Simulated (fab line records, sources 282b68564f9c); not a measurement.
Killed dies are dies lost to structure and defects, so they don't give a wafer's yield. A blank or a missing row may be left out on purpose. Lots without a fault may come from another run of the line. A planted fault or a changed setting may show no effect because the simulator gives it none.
Split-lot experiment | flow rit_cmos | 5 lots, 23 wafers read, on a route of 202 steps

THE SPLIT
At RIT_NWELL_COAT_01 (resist thk 1300 nm), the setting spin_rpm was moved away from the recipe's 2000 rpm on 10 of the 23 wafers read, by -6.3% to +2.1%. The other wafers ran this setting at the recipe's value.

FROM THE SPLIT TO THE READING: what the file shows between them, 3 steps
- RIT_NWELL_SOFTBAKE_02: time 60 s
- RIT_NWELL_EXPOSE_03: exposes mask M2, target cd 43900 nm
- RIT_NWELL_DEVELOP_05: develop time 66.82 s

THE READING
NOVOLAK_of_NWELL_COAT_01.thk_nm (the simulator's own value, which no gauge read), in nm, at RIT_NWELL_HARDBAKE_07 (time 120 s). The file gives no usual value for it. The 13 wafers here that ran the recipe average 1138 nm, standard deviation 3 nm.

wafer  | tool, chamber at the split | spin_rpm as run, rpm | against the recipe | NOVOLAK_of_NWELL_COAT_01.thk_nm, nm | against lot-mates on the recipe
L074.2 | litho_track-03, 0          | 1899                 | -5.0%              | 1167                                | +30
L074.3 | litho_track-03, 0          | 1899                 | -5.0%              | 1164                                | +26
L074.4 | litho_track-03, 0          | 2000                 | recipe             | 1136                                | -
L074.5 | litho_track-03, 0          | 2000                 | recipe             | 1139                                | -
L074.6 | litho_track-03, 0          | 1899                 | -5.0%              | 1169                                | +32
L075.2 | litho_track-01, 0          | 1903                 | -4.8%              | 1169                                | +30
L075.3 | litho_track-01, 0          | 1903                 | -4.8%              | 1165                                | +26
L075.4 | litho_track-01, 0          | 2000                 | recipe             | 1138                                | -
L075.5 | litho_track-01, 0          | 1903                 | -4.8%              | 1167                                | +28
L075.6 | litho_track-01, 0          | 2000                 | recipe             | 1140                                | -
L076.1 | litho_track-03, 0          | 2000                 | recipe             | 1141                                | -
L076.3 | litho_track-03, 0          | 1873                 | -6.3%              | 1177                                | +35
L076.4 | litho_track-03, 0          | 2000                 | recipe             | 1143                                | -
L076.5 | litho_track-03, 0          | 2000                 | recipe             | 1142                                | -
L076.6 | litho_track-03, 0          | 1873                 | -6.3%              | 1172                                | +30
L077.1 | litho_track-02, 0          | 2000                 | recipe             | 1140                                | -
L077.5 | litho_track-02, 0          | 2000                 | recipe             | 1140                                | -
L077.2 | litho_track-02, 0          | 2042                 | +2.1%              | 1125                                | -15
L077.3 | litho_track-02, 0          | 2000                 | recipe             | 1139                                | -
L077.4 | litho_track-02, 0          | 2042                 | +2.1%              | 1126                                | -14
L082.3 | litho_track-01, 0          | 2000                 | recipe             | 1133                                | -
L082.4 | litho_track-01, 0          | 2000                 | recipe             | 1134                                | -
L082.5 | litho_track-01, 0          | 2000                 | recipe             | 1135                                | -

THE FIT
A straight line over all 23 wafers: NOVOLAK_of_NWELL_COAT_01.thk_nm changes by -5.75 nm for each +1% of spin_rpm; r = -0.99; the points scatter about the line by 2.7 nm.
The same after taking each lot's own level away (the mean of its wafers on the recipe; 23 wafers): -5.64 nm for each +1%; r = -0.99; scatter 1.9 nm.
On that fit, the largest move of spin_rpm shifts the reading by 36 nm.
The lots' own levels span 1134.0 to 1142.0 nm, that is 2.7 times the standard deviation above.
So the lot-to-lot level changes the slope little: the two slopes agree.
Check: with one of the wafers moved furthest among these (-6.3%) left out of the fit, the line predicts +35.6 nm for it against its lot-mates. It came out at +35 nm against them.

OTHER SPLITS ON THESE WAFERS
These wafers also went through other splits before the reading. Each is held against what the fit with the lots' levels taken away leaves over:
other split on the same wafers   | wafers away from the commonest value | r with NOVOLAK_of_NWELL_COAT_01.thk_nm (lot level and that fit taken away)
RIT_ACTIVE_COAT_06 resist_thk_nm | 6                                    | -0.12
RIT_ACTIVE_EXPOSE_08 dose_mj     | 6                                    | -0.39

THE WHOLE CHAIN: every reading that the file lists as answering this split, in the file's order
step                  | what it does       | reading                                                                          | change (the file's fit)              | r (the file's)
RIT_NWELL_COAT_01     | resist thk 1300 nm | NOVOLAK_of_NWELL_COAT_01.thk_nm (the simulator's own value, which no gauge read) | -6.48 nm for each +1% of the setting | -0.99
RIT_NWELL_HARDBAKE_07 | time 120 s         | NOVOLAK_of_NWELL_COAT_01.thk_nm (the simulator's own value, which no gauge read) | -5.58 nm for each +1% of the setting | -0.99

THE FILE'S OWN FIT
NOVOLAK_of_NWELL_COAT_01.thk_nm changes by -5.58 nm for each +1% of spin_rpm, r = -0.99.
